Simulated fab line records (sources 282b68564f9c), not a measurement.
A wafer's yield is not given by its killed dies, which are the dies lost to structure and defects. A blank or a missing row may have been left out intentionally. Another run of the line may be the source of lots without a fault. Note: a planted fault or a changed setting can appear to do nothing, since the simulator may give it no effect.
Problem report in the 8D (eight disciplines) form, filled by code -- flow ritCmos -- the parts of the form that need people (team, actions taken, sign-off) are left out

## 1. PROBLEM STATEMENT
PRETRO_TW at RIT_PRETRO_TW_MEAS_10 reads a mean of 435 on 6 wafers of 2 lots; wafers without a fault read 471 with a standard deviation of 4.9. That puts it -7.4 standard deviations away from the usual mean.
First observed at day 5 18:14: wafer L586.1, on filmMetro-04. Wafers with a number at this step in the record: 42, from 14 lots. By rule, "out" or "out of limits" means more than 4 standard deviations away from the usual mean. All remaining wafers that have a number are taken as sound.

## 2. WHAT IT IS AND WHAT IT IS NOT
question,is,is not
which readings at this step,PRETRO_TW,-
which lots,"L586, L589","L571, L572, L573, L574, L575, L576, L577, L579, L580, L581, L591, L593"
which wafers of those lots,all that have a number,-
read on which gauges,"filmMetro-03, filmMetro-04",filmMetro-02
when,from day 5 18:14,"up to then (30 sound wafers); but 6 sound wafers of L591, L593 came after"

## 3. THE SUSPECTS, EACH WITH WHAT RULES IT OUT
Counting: any tool at a process step up to the reading is kept as a suspect provided that every lot that is out went through it and no sound lot did after the first of them.
- ruled out: the gauge at RIT_PRETRO_TW_MEAS_10. 2 gauges (filmMetro-03, filmMetro-04) read the wafers that are out.
- implanter-04 at RIT_PRETRO_IMPLANT_08: kept. All lots that are out passed through it, beginning with L586 at day 5 17:55, and no sound lot followed; its final sound lot before that point was L581 at day 4 14:17. Its own readings are out on those wafers: beamEnergyKeV.
The count leaves implanter-04 at RIT_PRETRO_IMPLANT_08.

## 4. THE CAUSE (what the simulator had put in)
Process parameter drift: implanter-04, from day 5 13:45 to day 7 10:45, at RIT_PRETRO_IMPLANT_08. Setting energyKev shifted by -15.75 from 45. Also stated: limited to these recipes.
Counting left only this tool.

## 5. THE CHAIN OF EFFECTS, in route order
Rows list readings where the struck wafers' mean (over those with a number) sits beyond 3 standard deviations from the usual. Scope: only readings with a usual standard deviation given in the record; hours: median across lots of the time from each lot's start at the first step in this table that gives one to its start at this step; sigmas: change in usual standard deviations.
hours,step,reading,usual,on struck wafers,change,sigmas
0,RIT_PRETRO_IMPLANT_08,beamEnergyKeV,45.002,29.243,-15.759,-99 or more
0,RIT_PRETRO_TW_MEAS_10,PRETRO_TW,471,435,-36,-7.4
Its process steps:
- RIT_PRETRO_IMPLANT_08
Later measuring or inspecting steps at which every struck wafer that the step has a row for has a number for every such reading, and none has moved that far: RIT_NLDD_TW_MEAS_10, RIT_CONTACT_OVL_MEAS_09.

## 6. WHAT WOULD HAVE CAUGHT IT SOONER
The first out-of-limits reading at a measuring or inspecting step in this record came at day 5 18:14, 4 hours after the fault's start at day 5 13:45.
At RIT_PRETRO_IMPLANT_08, the tool's own readings (beamEnergyKeV) were out on each struck wafer the step has a row for, so an alarm limit on them would have fired on the first such wafer.
Lots out: 2; of these, L589 started RIT_PRETRO_IMPLANT_08 on implanter-04 after day 5 18:14. Had the tool been put on hold then, it would have been spared.
